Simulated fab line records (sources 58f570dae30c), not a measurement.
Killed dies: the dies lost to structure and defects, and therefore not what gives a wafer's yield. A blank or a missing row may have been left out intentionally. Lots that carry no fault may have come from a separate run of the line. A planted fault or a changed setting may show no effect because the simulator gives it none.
2 desks, one fault + flow berkeley-cmos170 + each desk has only its own numbers; what lay behind them comes last

== METROLOGY DESK ==
Lot by lot, what the gauges showed, no matter which tool ran the lot: averages of those sampled wafers that carry a number. Marked OUT: a lot whose mean sits more than 4 standard deviations from the usual mean, which makes it out of limits; the brackets give that distance.
Columns: A = NLDD_RS at UCB170_SDANNEAL_RS_MEAS_05, usual 617.0 ohm/sq; B = V1_BOW at UCB170_V1_BOW_MEAS_03, usual 19 um
| lot  | first seen here | A     | B  |
|------|-----------------|-------|----|
| L986 | day 7 22:04     | 617.9 | 25 |
| L985 | day 7 22:38     | 617.0 | 15 |
| L987 | day 8 09:01     | 616.2 | 23 |
| L990 | day 8 21:08     | 613.4 | 20 |
| L991 | day 9 11:03     | 616.3 | 18 |
| L994 | day 9 19:04     | 616.0 | 17 |
| L993 | day 9 19:11     | 616.8 | 25 |
| L995 | day 10 17:20    | 618.0 | 17 |
| L998 | day 10 21:17    | 616.0 | 20 |
| L999 | day 10 21:34    | 621.1 | 17 |
| L101 | day 12 00:45    | 615.3 | 18 |
| L102 | day 12 00:45    | 616.1 | 22 |
| L108 | day 12 14:31    | 615.9 | 22 |
| L107 | day 12 14:56    | 618.9 | 8  |
This desk's verdict: no lot among the 14 shows anything out of limits.

== AT THE TOOL OWNER'S DESK: rie-diel-04 ==
The tool's own readings at UCB170_M1_ETCH_11 (etches BARC in N2/H2): means of the sampled wafers that have a number, for each lot that ran on this tool. Marked OUT: a lot whose mean sits more than 4 standard deviations from the usual mean, which makes it out of limits; the brackets give that distance.
Columns: A = drypump-motor-current-A at UCB170_M1_ETCH_11, usual 5.21 A; B = oes-product-au at UCB170_M1_ETCH_11, usual 0.998 a.u.; C = throttle-valve-pct at UCB170_M1_ETCH_11, usual 13.33 %
| lot  | first seen here | A    | B               | C     |
|------|-----------------|------|-----------------|-------|
| L985 | day 8 06:44     | 5.20 | 0.979           | 13.40 |
| L987 | day 8 15:56     | 5.50 | 0.998           | 13.29 |
| L993 | day 10 02:28    | 5.38 | 0.997           | 13.39 |
| L102 | day 12 09:53    | 5.40 | 1.284 (+19) OUT | 13.38 |
| L107 | day 13 00:23    | 5.31 | 1.287 (+19) OUT | 13.39 |
This desk's finding: out of limits on L102, L107; first on L102, day 12 09:53 (oes-product-au at UCB170_M1_ETCH_11). Within limits: L985, L987, L993.

== ALL TOGETHER ==
An alarm could have come from the tool owner's desk at day 12 09:53, on L102, L107.
Metrology desk: nothing out of limits seen.
The metrology desk holds a record of L102, L107, inside its limits.
All the named lots went through UCB170_M1_ETCH_11 on rie-diel-04.

== WHAT THE SIMULATOR HAD PUT IN ==
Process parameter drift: rie-diel-04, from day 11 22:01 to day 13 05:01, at UCB170_M1_ETCH_11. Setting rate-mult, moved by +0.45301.
Struck lots among those shown: L102, L107.
Hours from the fault's start to each desk's first reading out of limits: the tool owner's desk, 12.
